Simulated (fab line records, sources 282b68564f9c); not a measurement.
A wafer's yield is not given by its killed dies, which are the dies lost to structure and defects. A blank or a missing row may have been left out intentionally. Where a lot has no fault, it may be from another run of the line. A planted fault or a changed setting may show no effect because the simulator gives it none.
Check of tool commonality ; flow ritCmos ; Lots sampled 14, wafers sampled 42

== REASON FOR OPENING ==
RIT_FOX2_THK_MEAS_01, reading FOX2_OXIDE_THK: flagged on 3 of 14 lots. Fault-free wafers read 349 nm, with a standard deviation of 7.8.
Rule: flag the lot when none of its wafers has a number, or when each of its wafers that has one lies beyond 4 standard deviations from that mean. As for the other lots, they are considered sound.

lot;measured;on;FOX2_OXIDE_THK (nm), wafer by wafer;flag
L664;day 1 20:07;filmMetro-02;355 349 362;
L665;day 1 23:29;filmMetro-03;354 361 350;
L666;day 2 05:19;filmMetro-04;353 343 347;
L669;day 2 20:29;filmMetro-02;366 364 360;
L671;day 3 06:25;filmMetro-03;333 335 338;
L672;day 3 12:33;filmMetro-03;347 348 355;
L673;day 3 20:46;filmMetro-03;352 356 354;
L677;day 4 13:07;filmMetro-03;382 385 384;FLAGGED
L678;day 4 17:12;filmMetro-02;385 384 383;FLAGGED
L681;day 5 08:15;filmMetro-03;396 394 391;FLAGGED
L682;day 5 15:42;filmMetro-03;344 351 351;
L683;day 5 18:49;filmMetro-02;350 353 353;
L685;day 6 05:17;filmMetro-04;354 349 355;
L687;day 6 15:02;filmMetro-03;347 352 351;
On average the flagged lots' numbers are 387 nm, which is +38 nm against the usual, or +5 standard deviations.

== WHICH TOOL RAN EACH LOT ==
The record keeps 1 process step preceding the reading, out of 202 steps on the route. Read each cell as the tool, then ch plus the chambers that the sampled wafers visited, then the start.
lot;flag;RIT_FOX2_OXIDATION_00
L664;;furnace-03 ch 0, day 1 18:47
L665;;furnace-04 ch 0, day 1 22:10
L666;;furnace-04 ch 0, day 2 04:00
L669;;furnace-03 ch 0, day 2 19:10
L671;;furnace-01 ch 0, day 3 05:07
L672;;furnace-04 ch 0, day 3 11:13
L673;;furnace-04 ch 0, day 3 19:27
L677;FLAGGED;furnace-01 ch 0, day 4 11:47
L678;FLAGGED;furnace-01 ch 0, day 4 15:52
L681;FLAGGED;furnace-01 ch 0, day 5 06:56
L682;;furnace-04 ch 0, day 5 14:22
L683;;furnace-04 ch 0, day 5 17:26
L685;;furnace-04 ch 0, day 6 03:59
L687;;furnace-03 ch 0, day 6 13:43
What these steps do:
- RIT_FOX2_OXIDATION_00: target thk 350.7 nm, ox time 1130 s.
- RIT_FOX2_THK_MEAS_01

== FLAGGED AGAINST TOTAL, ONE TOOL AT A TIME (gauges that did the reading follow at the end) ==
step;tool;lots run;flagged;share of the flagged lots;sound lots run after its first flagged lot
RIT_FOX2_OXIDATION_00;furnace-01;4;3;all;0
RIT_FOX2_OXIDATION_00;furnace-03;3;0;none;-
RIT_FOX2_OXIDATION_00;furnace-04;7;0;none;-
RIT_FOX2_THK_MEAS_01;filmMetro-02;4;1;some;1 (L683)
RIT_FOX2_THK_MEAS_01;filmMetro-03;8;2;some;2 (L682,L687)
RIT_FOX2_THK_MEAS_01;filmMetro-04;2;0;none;-

== WHAT THE TABLE ALLOWS ==
In the table, 1 row covers all flagged lots: furnace-01 at RIT_FOX2_OXIDATION_00.
- furnace-01 at RIT_FOX2_OXIDATION_00 ran 4 lots, 3 of them flagged. It ran its last sound lot, L671, at day 3 05:07 and its first flagged lot, L677, at day 4 11:47: a fault with its onset between the two fits. Its own readings lie more than 4 standard deviations out on every wafer of the flagged lots: spikeTcCentreC, spikeTcLoadC, spikeTcSourceC, tubeCenterTempC, tube_center_temp_C_max.
What remains is a single tool, furnace-01 at RIT_FOX2_OXIDATION_00.

== WHAT THE SIMULATOR PUT IN ==
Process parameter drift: furnace-01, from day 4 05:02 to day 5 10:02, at RIT_FOX2_OXIDATION_00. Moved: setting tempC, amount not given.
Shown lots that were struck: L677, L678, L681. The rule above reached the same finding.
